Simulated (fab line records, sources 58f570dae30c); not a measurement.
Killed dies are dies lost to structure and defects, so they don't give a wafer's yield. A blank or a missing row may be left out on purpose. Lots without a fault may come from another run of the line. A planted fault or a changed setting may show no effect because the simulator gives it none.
Which tool did it? | flow berkeley_cmos170 | 15 lots, 45 wafers sampled, at 6 steps of a route of 331

WHAT THE GAUGES READ, wafer by wafer
UCB170_NWELL_TW_MEAS_16. Usual: NWELL_TW 1257, standard deviation 17.
lot  | measured    | on            | NWELL_TW       | flag
L403 | day 2 08:19 | film_metro-03 | 1265 1261 1266 |
L404 | day 2 08:41 | film_metro-04 | 1245 1240 1246 |
L405 | day 2 18:10 | film_metro-01 | 1225 1225 1230 |
L406 | day 3 00:44 | film_metro-03 | 1273 1273 1279 |
L408 | day 3 07:47 | film_metro-04 | 1240 1242 1243 |
L409 | day 3 16:08 | film_metro-01 | 1227 1231 1234 |
L410 | day 3 21:11 | film_metro-03 | 1268 1271 1271 |
L411 | day 4 05:14 | film_metro-04 | 1248 1249 1243 |
L417 | day 5 06:22 | film_metro-01 | 1242 1243 1235 |
L416 | day 5 06:51 | film_metro-04 | 1244 1238 1249 |
L418 | day 5 13:53 | film_metro-04 | 1236 1248 1245 |
L419 | day 5 19:44 | film_metro-04 | 1243 1241 1238 |
L420 | day 5 23:35 | film_metro-03 | 1279 1279 1278 |
L421 | day 6 02:49 | film_metro-03 | 1281 1276 1274 |
L426 | day 7 03:01 | film_metro-03 | 1264 1269 1271 |

UCB170_ACTIVE_CD_MEAS_90: target cd 1200 nm. Usual: cd_nm 1199.4 nm, standard deviation 1.4.
lot  | measured    | on        | cd_nm (nm)           | flag
L403 | day 4 04:13 | cd_sem-01 | 1199.2 1198.1 1199.2 |
L404 | day 4 04:02 | cd_sem-02 | 1198.2 1197.7 1198.2 |
L405 | day 4 19:36 | cd_sem-01 | 1199.2 1197.4 1198.7 |
L406 | day 5 01:10 | cd_sem-02 | 1199.2 1199.8 1198.0 |
L408 | day 5 11:25 | cd_sem-01 | 1200.0 1201.4 1201.1 |
L409 | day 5 20:13 | cd_sem-01 | 1199.3 1200.2 1197.4 |
L410 | day 5 19:56 | cd_sem-01 | 1198.9 1198.3 1197.9 |
L411 | day 6 04:31 | cd_sem-01 | 1198.5 1197.6 1198.3 |
L417 | day 7 02:37 | cd_sem-02 | 1199.2 1198.3 1198.6 |
L416 | day 7 02:57 | cd_sem-01 | 1201.9 1201.0 1202.0 |
L418 | day 7 09:05 | cd_sem-01 | - - -                | OFF
L419 | day 7 18:39 | cd_sem-02 | - - -                | OFF
L420 | day 7 18:55 | cd_sem-01 | 1199.4 1199.4 1199.8 |
L421 | day 7 18:25 | cd_sem-02 | - - -                | OFF
L426 | day 8 23:00 | cd_sem-02 | 1199.2 1199.0 1198.4 |

UCB170_FIELD_THK_MEAS_90. Usual: FIELD_OXIDE_LEFT_1_THK 442 nm, standard deviation 10.
lot  | measured    | on            | FIELD_OXIDE_LEFT_1_THK (nm) | flag
L403 | day 4 22:46 | film_metro-02 | 435 440 425                 |
L404 | day 4 22:46 | film_metro-04 | 442 439 436                 |
L405 | day 5 14:14 | film_metro-03 | 434 433 438                 |
L406 | day 5 17:02 | film_metro-04 | 444 447 445                 |
L408 | day 6 02:54 | film_metro-02 | 420 418 418                 |
L409 | day 6 11:12 | film_metro-02 | 448 436 440                 |
L410 | day 6 11:11 | film_metro-03 | 427 430 436                 |
L411 | day 7 00:07 | film_metro-02 | 438 446 434                 |
L417 | day 7 17:41 | film_metro-03 | 459 457 466                 |
L416 | day 7 17:41 | film_metro-02 | 455 450 448                 |
L420 | day 8 11:19 | film_metro-03 | 442 436 438                 |
L426 | day 9 14:17 | film_metro-03 | 441 446 441                 |

WHICH TOOL RAN EACH LOT (tool, then ch and the chambers of the sampled wafers, then the start)
lot  | UCB170_ACTIVE_ETCH_15             | UCB170_ACTIVE_STRIP_16              | UCB170_PFIELD_STRIP_08
L403 | rie_diel-01 ch 0,2,3, day 4 03:59 | plasma_asher-02 ch 0,1, day 4 04:05 | plasma_asher-01 ch 0,1, day 4 08:59
L404 | rie_diel-04 ch 1,2,3, day 4 03:50 | plasma_asher-03 ch 0,1, day 4 03:56 | plasma_asher-02 ch 0,1, day 4 08:44
L405 | rie_diel-01 ch 0,1, day 4 19:23   | plasma_asher-03 ch 0,1, day 4 19:29 | plasma_asher-02 ch 0,1, day 4 21:04
L406 | rie_diel-01 ch 0,2,3, day 5 00:56 | plasma_asher-03 ch 0,1, day 5 01:02 | plasma_asher-04 ch 0,1, day 5 02:30
L408 | rie_diel-04 ch 2,3, day 5 11:11   | plasma_asher-03 ch 0,1, day 5 11:19 | plasma_asher-01 ch 0,1, day 5 13:22
L409 | rie_diel-04 ch 0,2, day 5 19:44   | plasma_asher-04 ch 0,1, day 5 19:52 | plasma_asher-01 ch 0,1, day 5 22:14
L410 | rie_diel-02 ch 1,2, day 5 19:29   | plasma_asher-04 ch 0,1, day 5 19:35 | plasma_asher-01 ch 0,1, day 5 21:40
L411 | rie_diel-02 ch 1,2, day 6 04:17   | plasma_asher-03 ch 0,1, day 6 04:23 | plasma_asher-04 ch 0,1, day 6 07:27
L417 | rie_diel-04 ch 0,3, day 7 02:20   | plasma_asher-02 ch 0,1, day 7 02:26 | plasma_asher-04 ch 0,1, day 7 04:55
L416 | rie_diel-01 ch 0,1,3, day 7 02:45 | plasma_asher-02 ch 0,1, day 7 02:51 | plasma_asher-04 ch 0,1, day 7 05:37
L418 | rie_diel-04 ch 0,2,3, day 7 08:53 | plasma_asher-04 ch 0,1, day 7 08:59 | -
L419 | rie_diel-02 ch 0,2,3, day 7 18:26 | plasma_asher-03 ch 0,1, day 7 18:32 | -
L420 | rie_diel-04 ch 0,2,3, day 7 18:43 | plasma_asher-04 ch 0,1, day 7 18:49 | plasma_asher-01 ch 0,1, day 7 20:47
L421 | rie_diel-01 ch 1,2,3, day 7 18:13 | plasma_asher-04 ch 0,1, day 7 18:17 | -
L426 | rie_diel-04 ch 1,2, day 8 22:47   | plasma_asher-03 ch 0,1, day 8 22:53 | plasma_asher-01 ch 0,1, day 9 00:40
- UCB170_ACTIVE_ETCH_15: etches Si3N4 in CH3F/Ar/O2, stops on SiO2, target depth 242 nm, time 151 s.
- UCB170_ACTIVE_STRIP_16: strips in O2.
- UCB170_PFIELD_STRIP_08: strips in O2.

WHAT THE TOOLS THEMSELVES READ (means of the sampled wafers that have a number; where no wafer has one, the mark that the record gives instead)
UCB170_ACTIVE_ETCH_15. Usual: CH3F_flow_sccm 20.00 sccm, standard deviation 0.062; O2_flow_sccm 7.000 sccm, standard deviation 0.022; drypump_motor_current_A 5.8 A, standard deviation 0.48; oes_product_au 0.914 a.u., standard deviation 0.014; throttle_valve_pct 7.95 %, standard deviation 0.13.
lot  | tool        | CH3F_flow_sccm (sccm) | O2_flow_sccm (sccm) | drypump_motor_current_A (A) | oes_product_au (a.u.) | throttle_valve_pct (%) | flag
L403 | rie_diel-01 | 19.98                 | 6.998               | 5.9                         | 0.911                 | 8.00                   |
L404 | rie_diel-04 | 19.99                 | 7.019               | 5.7                         | 0.930                 | 7.92                   |
L405 | rie_diel-01 | 19.99                 | 6.987               | 5.7                         | 0.923                 | 7.88                   |
L406 | rie_diel-01 | 20.02                 | 7.007               | 5.8                         | 0.912                 | 8.00                   |
L408 | rie_diel-04 | 20.05                 | 6.998               | 5.7                         | 0.917                 | 7.91                   |
L409 | rie_diel-04 | 20.02                 | 7.014               | 6.4                         | 0.899                 | 8.11                   |
L410 | rie_diel-02 | 19.94                 | 7.005               | 5.6                         | 0.924                 | 7.86                   |
L411 | rie_diel-02 | 20.07                 | 7.008               | 5.6                         | 0.922                 | 7.86                   |
L417 | rie_diel-04 | 20.02                 | 7.010               | 6.0                         | 0.916                 | 7.95                   |
L416 | rie_diel-01 | 20.05                 | 7.018               | 6.0                         | 0.914                 | 7.93                   |
L418 | rie_diel-04 | -                     | -                   | -                           | -                     | -                      | OFF
L419 | rie_diel-02 | -                     | -                   | -                           | -                     | -                      | OFF
L420 | rie_diel-04 | 20.02                 | 7.003               | 6.1                         | 0.908                 | 7.99                   |
L421 | rie_diel-01 | -                     | -                   | -                           | -                     | -                      | OFF
L426 | rie_diel-04 | 20.01                 | 7.011               | 5.7                         | 0.922                 | 7.96                   |

UCB170_ACTIVE_STRIP_16. Usual: drypump_motor_current_A 5.94 A, standard deviation 0.28; oes_product_au 0.721 a.u., standard deviation 0.0046; strip_time_to_endpoint_s 18.06 s, standard deviation 0.11.
lot  | tool            | drypump_motor_current_A (A) | oes_product_au (a.u.) | strip_time_to_endpoint_s (s) | flag
L403 | plasma_asher-02 | 5.90                        | 0.721                 | 18.07                        |
L404 | plasma_asher-03 | 5.92                        | 0.720                 | 18.01                        |
L405 | plasma_asher-03 | 5.91                        | 0.725                 | 18.08                        |
L406 | plasma_asher-03 | 5.91                        | 0.720                 | 18.13                        |
L408 | plasma_asher-03 | 5.78                        | 0.720                 | 18.03                        |
L409 | plasma_asher-04 | 6.12                        | 0.717                 | 18.03                        |
L410 | plasma_asher-04 | 6.10                        | 0.718                 | 17.95                        |
L411 | plasma_asher-03 | 5.89                        | 0.721                 | 17.97                        |
L417 | plasma_asher-02 | 5.93                        | 0.719                 | 17.96                        |
L416 | plasma_asher-02 | 5.90                        | 0.725                 | 17.90                        |
L418 | plasma_asher-04 | 5.91                        | 0.729                 | 21.53                        | OFF
L419 | plasma_asher-03 | 5.76                        | 0.739                 | 21.59                        | OFF
L420 | plasma_asher-04 | 6.13                        | 0.722                 | 18.20                        |
L421 | plasma_asher-04 | 5.91                        | 0.739                 | 21.61                        | OFF
L426 | plasma_asher-03 | 5.78                        | 0.719                 | 18.04                        |

UCB170_PFIELD_STRIP_08. Usual: drypump_motor_current_A 5.97 A, standard deviation 0.27; oes_product_au 0.735 a.u., standard deviation 0.0045; strip_time_to_endpoint_s 21.63 s, standard deviation 0.074.
lot  | tool            | drypump_motor_current_A (A) | oes_product_au (a.u.) | strip_time_to_endpoint_s (s) | flag
L403 | plasma_asher-01 | 5.99                        | 0.733                 | 21.77                        |
L404 | plasma_asher-02 | 6.06                        | 0.739                 | 21.61                        |
L405 | plasma_asher-02 | 6.08                        | 0.734                 | 21.53                        |
L406 | plasma_asher-04 | 5.91                        | 0.734                 | 21.53                        |
L408 | plasma_asher-01 | 6.01                        | 0.739                 | 21.62                        |
L409 | plasma_asher-01 | 5.83                        | 0.737                 | 21.78                        |
L410 | plasma_asher-01 | 5.99                        | 0.732                 | 21.66                        |
L411 | plasma_asher-04 | 5.91                        | 0.737                 | 21.64                        |
L417 | plasma_asher-04 | 6.13                        | 0.737                 | 21.61                        |
L416 | plasma_asher-04 | 6.11                        | 0.730                 | 21.66                        |
L420 | plasma_asher-01 | 5.81                        | 0.733                 | 21.72                        |
L426 | plasma_asher-01 | 5.99                        | 0.734                 | 21.61                        |

THE ANSWER, worked out from the rows above alone
Rule: a lot is off if the mean of its wafers that have a number lies more than 3 standard deviations from the usual mean. A lot without any number at a reading at which 4 lots or more have one is off too. The other lots that the step has rows for count as sound. The gauges are gone through in route order, then the tools' own readings, and for those a lot's mean is taken as printed above. The first step at which some lot is off is used, and at that step the reading that is off furthest; a lot without a number counts as furthest.
Off: L418, L419, L421, at UCB170_ACTIVE_CD_MEAS_90 (cd_nm). Without a number there: L418, L419, L421.
A tool fits if, at a process step before that reading, it ran every lot that is off, and no sound lot after the first of them. The gauges at UCB170_ACTIVE_CD_MEAS_90 aren't tried: what is off there is off at UCB170_ACTIVE_ETCH_15 too, on other tools, and a gauge's error can't cause that. None of those tried fits.

WHAT THE SIMULATOR HAD PUT IN
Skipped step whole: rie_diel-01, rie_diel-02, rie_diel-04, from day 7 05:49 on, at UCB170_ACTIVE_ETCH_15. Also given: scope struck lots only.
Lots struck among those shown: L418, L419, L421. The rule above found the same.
